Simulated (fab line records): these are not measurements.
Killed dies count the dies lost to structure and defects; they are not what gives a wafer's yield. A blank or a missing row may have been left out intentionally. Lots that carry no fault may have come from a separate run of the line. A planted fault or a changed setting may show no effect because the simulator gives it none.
fab line records	flow berkeley-cmos170
record lots=13	wafers=39	last-day=13
route steps=331 shown START@1 PWELL@48 PFIELD@87 FIELD@90
lots with no fault: from the same line, run without faults
start-h: hours from the record's opening day to when the first of the lot's shown wafers began	wait-h: hours elapsed since this lot's preceding step	" the same as in the row above	L1.1+2: a single row standing in for several wafers	- no value, or no start given	* or withheld: withheld	< > ~ a bound
route shown NAME@n: names a module that has steps shown in the file, with the first one's number in the route	usual: mean/standard deviation of fault-free wafers	same: alike in all rows	chamber/n: place in a boat	sites: readings site by site	_std_site: how widely they spread, as a standard deviation	_edge_site: the outer-site mean with the inner-site mean subtracted	radius-mm: for every site, how far away it sits from the centre of the wafer	mask NAME#n: copy n	behind: tool/chamber where the wafer was last shaped	hold: what put the lot on hold/how long, in hours/how the hold closed	device: which transistor (n, p or np) failed to switch	end of line: the tests these same wafers got at the end of their route	step lacking rows: just its recipe	killed: dies that structure and defects cost at the first sort, which is not the same as the wafer's yield	map: dies across one wafer; x = killed, . = not, _ = none there
set.NAME: setting as actually run; set.NAME@STEP: the setting as run at that earlier step	model.NAME: the simulator's own value behind a step, which no gauge read
a sample of lots followed through the steps of the route, with each step as a table and each wafer as a row
services: a tool's chamber out of use, with start hour (start-h, from the record's first day; less than 0 if before it), hours out, and reason
## steps
# step UCB170_START_BOW_MEAS_00
# recipe mode=bow
# usual INCOMING_BOW=0/6.7
lot.wafer	tool	chamber	start-h	wait-h	INCOMING_BOW[um]
L740.2	film-metro-03	-	10.02	-	-2
L740.3	"	-	"	"	8
L740.6	"	-	"	"	4
L741.2	film-metro-01	-	15.02	-	0
L741.3	"	-	"	"	-5
L741.5	"	-	"	"	-11
L743.1	film-metro-04	-	25.00	-	5
L743.3	"	-	"	"	0
L743.4	"	-	"	"	4
L744.1	film-metro-03	-	30.00	-	-9
L744.5	"	-	"	"	1
L744.6	"	-	"	"	-2
L745.3	film-metro-04	-	35.04	-	-8
L745.5	"	-	"	"	9
L745.6	"	-	"	"	-8
L746.1	film-metro-03	-	40.00	-	-5
L746.2	"	-	"	"	3
L746.3	"	-	"	"	2
L748.1	film-metro-03	-	50.03	-	-3
L748.2	"	-	"	"	-1
L748.4	"	-	"	"	4
L749.1	film-metro-01	-	55.00	-	2
L749.2	"	-	"	"	2
L749.3	"	-	"	"	12
L750.1	film-metro-04	-	60.00	-	0
L750.3	"	-	"	"	10
L750.4	"	-	"	"	-12
L751.1	film-metro-01	-	65.00	-	-6
L751.4	"	-	"	"	-7
L751.6	"	-	"	"	2
L752.3	film-metro-01	-	70.05	-	-9
L752.4	"	-	"	"	10
L752.5	"	-	"	"	-4
L753.1	film-metro-04	-	75.00	-	3
L753.3	"	-	"	"	-7
L753.6	"	-	"	"	0
L761.1	film-metro-04	-	115.00	-	5
L761.4	"	-	"	"	3
L761.6	"	-	"	"	-6
# step UCB170_PWELL_ETCH_14
# recipe chemistry=CH3F/Ar/O2	target=Si3N4	stop-on=SiO2	CH3F_flow_sccm=20	Ar_flow_sccm=50	O2_flow_sccm=7	pressure-mtorr=50	rf-w=450	target-depth-a=2420	over-etch-frac=0.1	time-s=151
# usual CH3F_flow_sccm=20.00/0.057	O2_flow_sccm=7.004/0.023	drypump-motor-current-A=5.8/0.44	oes-product-au=0.945/0.016	throttle-valve-pct=8.06/0.11
# same time-s=151
lot.wafer	tool	chamber	start-h	wait-h	CH3F_flow_sccm	O2_flow_sccm	drypump-motor-current-A	oes-product-au	rf-hours-counter-h	throttle-valve-pct
L741.2	rie-diel-03	3	75.37	0.0	19.98	6.988	5.8	0.957	50	8.00
L741.3	"	0	"	"	19.98	6.977	5.9	0.927	102	8.14
L741.5	"	2	"	"	19.96	7.010	5.5	0.942	-	8.26
L740.2	rie-diel-02	0	75.78	0.0	20.03	6.990	5.9	0.940	25	8.05
L740.3	"	2	"	"	19.95	7.039	5.3	0.940	159	7.91
L740.6	"	3	"	"	19.91	6.996	5.7	0.955	-	8.12
L744.1	rie-diel-03	1	75.96	0.0	19.96	6.988	6.6	0.926	104	7.88
L744.5	"	2	"	"	19.94	7.016	5.5	0.941	-	8.24
L744.6	"	1	"	"	20.00	6.990	6.5	0.932	-	7.91
L745.3	rie-diel-01	1	76.19	0.0	19.96	7.023	6.0	0.924	98	8.08
L745.5	"	0	"	"	20.14	6.979	5.8	0.937	-	7.96
L745.6	"	3	"	"	20.08	6.999	5.4	0.967	-	8.23
L746.1	rie-diel-02	1	76.23	0.0	20.04	7.035	6.5	0.947	1	7.97
L746.2	"	3	"	"	20.06	6.986	5.7	0.967	101	8.12
L746.3	"	0	"	"	19.97	7.035	5.9	0.951	25	8.04
L743.1	rie-diel-03	0	76.51	0.0	20.03	6.978	6.0	0.934	102	8.13
L743.3	"	1	"	"	19.95	6.995	6.6	0.916	104	7.89
L743.4	"	3	"	"	20.04	7.053	5.8	0.956	50	8.02
L750.1	rie-diel-01	0	108.60	0.0	20.03	7.014	5.8	0.935	129	7.95
L750.3	"	1	"	"	19.97	6.997	6.0	0.915	99	8.07
L750.4	"	2	"	"	19.89	7.025	5.0	0.961	144	8.13
L748.1	rie-diel-03	2	109.01	0.0	19.97	7.001	5.5	0.934	0	8.26
L748.2	"	0	"	"	20.03	7.030	6.0	0.943	104	8.14
L748.4	"	1	"	"	19.89	6.989	6.5	0.931	106	7.88
L751.1	rie-diel-02	2	109.06	0.0	19.96	6.997	5.3	0.937	160	7.92
L751.4	"	1	"	"	19.94	7.011	6.6	0.920	3	7.97
L751.6	"	1	"	"	19.97	7.015	6.5	0.921	-	7.97
L749.1	rie-diel-01	1	109.33	0.0	19.90	6.981	6.0	0.930	99	8.07
L749.2	"	0	"	"	19.98	7.022	5.8	0.956	130	7.95
L749.3	"	3	"	"	20.09	7.002	5.4	0.958	74	8.23
L753.1	rie-diel-02	1	115.77	0.0	19.98	7.018	6.6	0.938	3	7.96
L753.3	"	2	"	"	19.99	6.957	5.3	0.946	161	7.92
L753.6	"	2	"	"	19.95	6.966	5.3	0.945	-	7.93
L752.3	rie-diel-01	0	116.50	0.0	20.02	7.039	5.8	0.949	130	7.94
L752.4	"	2	"	"	19.87	7.013	5.0	0.961	144	8.14
L752.5	"	2	"	"	19.86	7.015	5.0	0.959	-	8.15
L761.1	rie-diel-02	2	166.71	0.0	19.97	7.020	5.3	0.928	1	7.92
L761.4	"	1	"	"	19.96	6.999	6.5	0.939	6	7.95
L761.6	"	1	"	"	20.01	6.987	6.5	0.925	-	7.99
# step UCB170_PFIELD_STRIP_08
# recipe chemistry=O2	power-w=400	pressure-mtorr=3500	platen-temp-c=withheld	o2-flow-sccm=400	overash-fraction=0.5
# usual drypump-motor-current-A=5.8/0.33	oes-product-au=0.735/0.0044	strip-time-to-endpoint-s=21.66/0.051
lot.wafer	tool	chamber	start-h	wait-h	drypump-motor-current-A	oes-product-au	rf-hours-counter-h	strip-time-to-endpoint-s
L741.2	plasma-asher-02	1	116.92	0.1	5.2	0.729	41	21.72
L741.3	"	0	"	"	5.5	0.731	-	21.64
L741.5	"	1	"	"	5.2	0.744	-	21.66
L744.1	plasma-asher-03	0	120.55	0.1	5.9	0.731	33	21.58
L744.5	"	0	"	"	5.9	0.729	-	21.56
L744.6	"	1	"	"	6.3	0.744	-	21.63
L743.1	plasma-asher-01	0	120.67	0.1	5.6	0.739	36	21.59
L743.3	"	1	"	"	5.7	0.728	-	21.59
L743.4	"	0	"	"	5.6	0.741	-	21.62
L745.3	plasma-asher-02	0	120.85	0.1	5.6	0.734	-	21.68
L745.5	"	1	"	"	5.2	0.732	-	21.68
L745.6	"	0	"	"	5.5	0.737	-	21.69
L746.1	plasma-asher-03	0	120.88	0.1	5.9	0.730	33	21.62
L746.2	"	1	"	"	6.2	0.732	33	21.53
L746.3	"	0	"	"	5.9	0.732	-	21.58
L740.2	plasma-asher-01	0	121.39	0.1	5.6	0.739	37	21.65
L740.3	"	1	"	"	5.7	0.736	-	21.65
L740.6	"	1	"	"	5.7	0.734	-	21.70
L748.1	plasma-asher-03	1	139.31	0.1	6.3	0.734	35	21.65
L748.2	"	0	"	"	5.9	0.739	35	21.71
L748.4	"	0	"	"	5.9	0.736	-	21.71
L750.1	plasma-asher-02	1	139.49	0.1	5.2	0.737	43	21.70
L750.3	"	1	"	"	5.2	0.729	-	21.73
L750.4	"	0	"	"	5.5	0.737	-	21.65
L751.1	plasma-asher-01	1	139.59	0.1	5.7	0.735	39	21.74
L751.4	"	0	"	"	5.7	0.730	-	21.68
L751.6	"	1	"	"	5.7	0.743	-	21.74
L752.3	plasma-asher-03	0	146.05	0.1	5.9	0.737	-	21.69
L752.4	"	1	"	"	6.3	0.732	-	21.74
L752.5	"	0	"	"	5.9	0.731	-	21.67
L749.1	plasma-asher-02	1	146.24	0.1	5.2	0.735	45	21.65
L749.2	"	0	"	"	5.5	0.736	45	21.66
L749.3	"	0	"	"	5.5	0.733	-	21.69
L753.1	plasma-asher-01	1	146.47	0.1	5.7	0.736	40	21.62
L753.3	"	0	"	"	5.6	0.742	-	21.65
L753.6	"	0	"	"	5.6	0.738	-	21.61
L761.1	plasma-asher-03	1	204.72	0.1	6.3	0.734	44	21.68
L761.4	"	1	"	"	6.3	0.729	-	21.65
L761.6	"	1	"	"	6.3	0.728	-	21.66
# step UCB170_FIELD_OXIDATION_01
# recipe temp-c=1000	ambient=H2O	p-h2o-torr=584.62	target-thk-a=5583	ox-time-s=7200
# usual tube-center-temp-C=999.99/0.1
lot.wafer	tool	chamber	start-h	wait-h	tube-center-temp-C
L741.2	furnace-01	0	118.88	1.5	999.96
L741.3	"	0	"	"	999.99
L741.5	"	0	"	"	999.96
L740.2	furnace-02	0	124.27	2.7	999.93
L740.3	"	0	"	"	999.95
L740.6	"	0	"	"	999.87
L743.1	furnace-02	0	124.27	3.4	1000
L743.3	"	0	"	"	999.91
L743.4	"	0	"	"	999.98
L744.1	furnace-02	0	124.27	3.5	1000
L744.5	"	0	"	"	999.98
L744.6	"	0	"	"	999.97
L745.3	furnace-02	0	124.27	3.3	1000.1
L745.5	"	0	"	"	1000.1
L745.6	"	0	"	"	999.9
L746.1	furnace-02	0	124.27	3.0	1000
L746.2	"	0	"	"	999.94
L746.3	"	0	"	"	999.93
L748.1	furnace-01	0	141.58	2.1	1000.1
L748.2	"	0	"	"	1000.1
L748.4	"	0	"	"	999.86
L750.1	furnace-01	0	141.58	1.9	1000.1
L750.3	"	0	"	"	1000
L750.4	"	0	"	"	1000
L751.1	furnace-01	0	141.58	1.8	999.95
L751.4	"	0	"	"	1000
L751.6	"	0	"	"	1000
L749.1	furnace-02	0	152.03	5.6	1000.1
L749.2	"	0	"	"	1000.1
L749.3	"	0	"	"	1000
L752.3	furnace-02	0	152.03	5.7	999.89
L752.4	"	0	"	"	999.89
L752.5	"	0	"	"	999.94
L753.1	furnace-02	0	152.03	5.4	1000
L753.3	"	0	"	"	1000.2
L753.6	"	0	"	"	999.96
L761.1	furnace-02	0	209.34	4.5	1000
L761.4	"	0	"	"	1000.1
L761.6	"	0	"	"	1000.2
# step UCB170_FIELD_THK_MEAS_02
# recipe reads=SiO2_of_FIELD_OXIDATION_01
# usual FIELD_OXIDE_THK=558/13
lot.wafer	tool	chamber	start-h	wait-h	FIELD_OXIDE_THK[nm]
L741.2	film-metro-02	-	121.89	0.0	567
L741.3	"	-	"	"	560
L741.5	"	-	"	"	562
L743.1	film-metro-01	-	127.27	0.0	576
L743.3	"	-	"	"	587
L743.4	"	-	"	"	578
L744.1	film-metro-02	-	127.27	0.0	570
L744.5	"	-	"	"	572
L744.6	"	-	"	"	569
L745.3	film-metro-03	-	127.29	0.0	553
L745.5	"	-	"	"	554
L745.6	"	-	"	"	551
L746.1	film-metro-02	-	127.33	0.1	546
L746.2	"	-	"	"	557
L746.3	"	-	"	"	560
L740.2	film-metro-03	-	127.34	0.1	562
L740.3	"	-	"	"	569
L740.6	"	-	"	"	564
L748.1	film-metro-01	-	144.58	0.0	562
L748.2	"	-	"	"	570
L748.4	"	-	"	"	568
L750.1	film-metro-02	-	144.58	0.0	543
L750.3	"	-	"	"	558
L750.4	"	-	"	"	555
L751.1	film-metro-03	-	144.58	0.0	558
L751.4	"	-	"	"	558
L751.6	"	-	"	"	568
L749.1	film-metro-01	-	155.03	0.0	556
L749.2	"	-	"	"	555
L749.3	"	-	"	"	552
L752.3	film-metro-02	-	155.05	0.0	569
L752.4	"	-	"	"	559
L752.5	"	-	"	"	558
L753.1	film-metro-02	-	155.09	0.1	561
L753.3	"	-	"	"	567
L753.6	"	-	"	"	564
L761.1	film-metro-03	-	212.34	0.0	522
L761.4	"	-	"	"	519
L761.6	"	-	"	"	511
# step UCB170_FIELD_THK_MEAS_90
# recipe reads=SiO2_of_FIELD_OXIDATION_01
# usual FIELD_OXIDE_LEFT_1_THK=441/13
lot.wafer	tool	chamber	start-h	wait-h	FIELD_OXIDE_LEFT_1_THK[nm]
L741.2	film-metro-01	-	131.38	0.0	450
L741.3	"	-	"	"	443
L741.5	"	-	"	"	445
L743.1	film-metro-01	-	136.60	0.0	459
L743.3	"	-	"	"	470
L743.4	"	-	"	"	461
L744.1	film-metro-03	-	136.60	0.0	453
L744.5	"	-	"	"	455
L744.6	"	-	"	"	452
L740.2	film-metro-02	-	136.61	0.0	444
L740.3	"	-	"	"	452
L740.6	"	-	"	"	447
L746.1	film-metro-02	-	136.66	0.1	430
L746.2	"	-	"	"	441
L746.3	"	-	"	"	443
L745.3	film-metro-03	-	136.68	0.1	436
L745.5	"	-	"	"	436
L745.6	"	-	"	"	434
L751.1	film-metro-01	-	155.42	0.0	442
L751.4	"	-	"	"	443
L751.6	"	-	"	"	452
L748.1	film-metro-02	-	155.43	0.0	447
L748.2	"	-	"	"	454
L748.4	"	-	"	"	451
L750.1	film-metro-03	-	155.43	0.0	427
L750.3	"	-	"	"	441
L750.4	"	-	"	"	438
L749.1	film-metro-01	-	163.84	0.0	438
L749.2	"	-	"	"	437
L749.3	"	-	"	"	434
L753.1	film-metro-03	-	163.84	0.0	445
L753.3	"	-	"	"	451
L753.6	"	-	"	"	447
L752.3	film-metro-02	-	163.86	0.0	452
L752.4	"	-	"	"	442
L752.5	"	-	"	"	441
L761.1	film-metro-03	-	222.90	0.0	404
L761.4	"	-	"	"	401
L761.6	"	-	"	"	393
# step UCB170_FIELD_THK_MEAS_91
# recipe reads=SiO2_of_FIELD_OXIDATION_01
# usual FIELD_OXIDE_LEFT_2_THK=353/13
lot.wafer	tool	chamber	start-h	wait-h	FIELD_OXIDE_LEFT_2_THK[nm]
L741.2	film-metro-01	-	149.78	0.0	362
L741.3	"	-	"	"	355
L741.5	"	-	"	"	357
L746.1	film-metro-02	-	155.93	0.0	343
L746.2	"	-	"	"	353
L746.3	"	-	"	"	355
L744.1	film-metro-03	-	156.10	0.0	364
L744.5	"	-	"	"	366
L744.6	"	-	"	"	364
L743.1	film-metro-02	-	156.43	0.0	372
L743.3	"	-	"	"	383
L743.4	"	-	"	"	373
L740.2	film-metro-03	-	156.49	0.0	357
L740.3	"	-	"	"	364
L740.6	"	-	"	"	360
L745.3	film-metro-01	-	156.55	0.0	346
L745.5	"	-	"	"	347
L745.6	"	-	"	"	345
L750.1	film-metro-03	-	179.60	0.0	338
L750.3	"	-	"	"	353
L750.4	"	-	"	"	351
L751.1	film-metro-03	-	179.87	0.0	354
L751.4	"	-	"	"	354
L751.6	"	-	"	"	363
L748.1	film-metro-02	-	180.13	0.0	359
L748.2	"	-	"	"	367
L748.4	"	-	"	"	364
L749.1	film-metro-02	-	186.05	0.0	350
L749.2	"	-	"	"	349
L749.3	"	-	"	"	346
L752.3	film-metro-03	-	186.07	0.0	364
L752.4	"	-	"	"	354
L752.5	"	-	"	"	353
L753.1	film-metro-03	-	186.60	0.0	358
L753.3	"	-	"	"	364
L753.6	"	-	"	"	359
L761.1	film-metro-01	-	248.83	0.0	315
L761.4	"	-	"	"	313
L761.6	"	-	"	"	304
## services
tool	chamber	start-h	hours	kind
rie-diel-03	2	78.26	-	clean
rie-diel-03	2	78.26	21.2	scheduled-down
rie-diel-03	2	78.26	21.2	vent-cycle
rie-diel-01	1	89.35	5.4	repair
plasma-asher-01	-	90.36	2.6	repair
furnace-02	-	91.65	2.7	pm
plasma-asher-01	-	101.35	2.2	repair
rie-diel-03	0	120.89	7.1	repair
rie-diel-02	-	121.13	0.2	repair
rie-diel-02	2	121.38	-	clean
rie-diel-02	2	121.38	10.4	scheduled-down
rie-diel-02	2	121.38	10.4	vent-cycle
plasma-asher-01	-	126.43	0.9	repair
furnace-02	-	145.97	3.3	pm
rie-diel-03	-	149.54	10.0	pm
rie-diel-01	-	150.19	0.2	repair
plasma-asher-02	-	156.06	2.1	repair
plasma-asher-02	-	179.65	28.1	pm
rie-diel-01	0	179.79	2.9	repair
rie-diel-03	0	184.55	12.1	repair
rie-diel-01	2	186.81	-	clean
rie-diel-01	2	186.81	22.7	scheduled-down
rie-diel-01	3	187.65	1.7	repair
furnace-01	-	206.71	3.3	pm
## key
first-sign step=UCB170_FIELD_THK_MEAS_02	reading=FIELD_OXIDE_THK	direction=down	sigmas=3.2	usual=558	struck=517
effect step=UCB170_FIELD_THK_MEAS_90	reading=FIELD_OXIDE_LEFT_1_THK	direction=down	sigmas=3.3	usual=441	struck=399
effect step=UCB170_FIELD_THK_MEAS_91	reading=FIELD_OXIDE_LEFT_2_THK	direction=down	sigmas=3.2	usual=353	struck=311
met-at UCB170_FIELD_OXIDATION_01
struck-lots L761
tester-left-out L761
not-acting-at UCB170_START_BOW_MEAS_00,UCB170_PWELL_ETCH_14,UCB170_PFIELD_STRIP_08
onset-between 152.03 209.34
also-fits time
fault kind=process-parameter-drift	tool=furnace-02	chamber=-	onset-h=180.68	steps=UCB170_FIELD_OXIDATION_01	channel=ox-time-s	offset=*	shape=step	end-h=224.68	acts-in=*	stated=*
# tester-left-out: of these lots the tester's yield and bins aren't shown, on N5 and GAA mostly nor the transistor test; their killed dies are dies lost to structure and defects alone, not to doping, threshold or leakage, so they don't give the yield
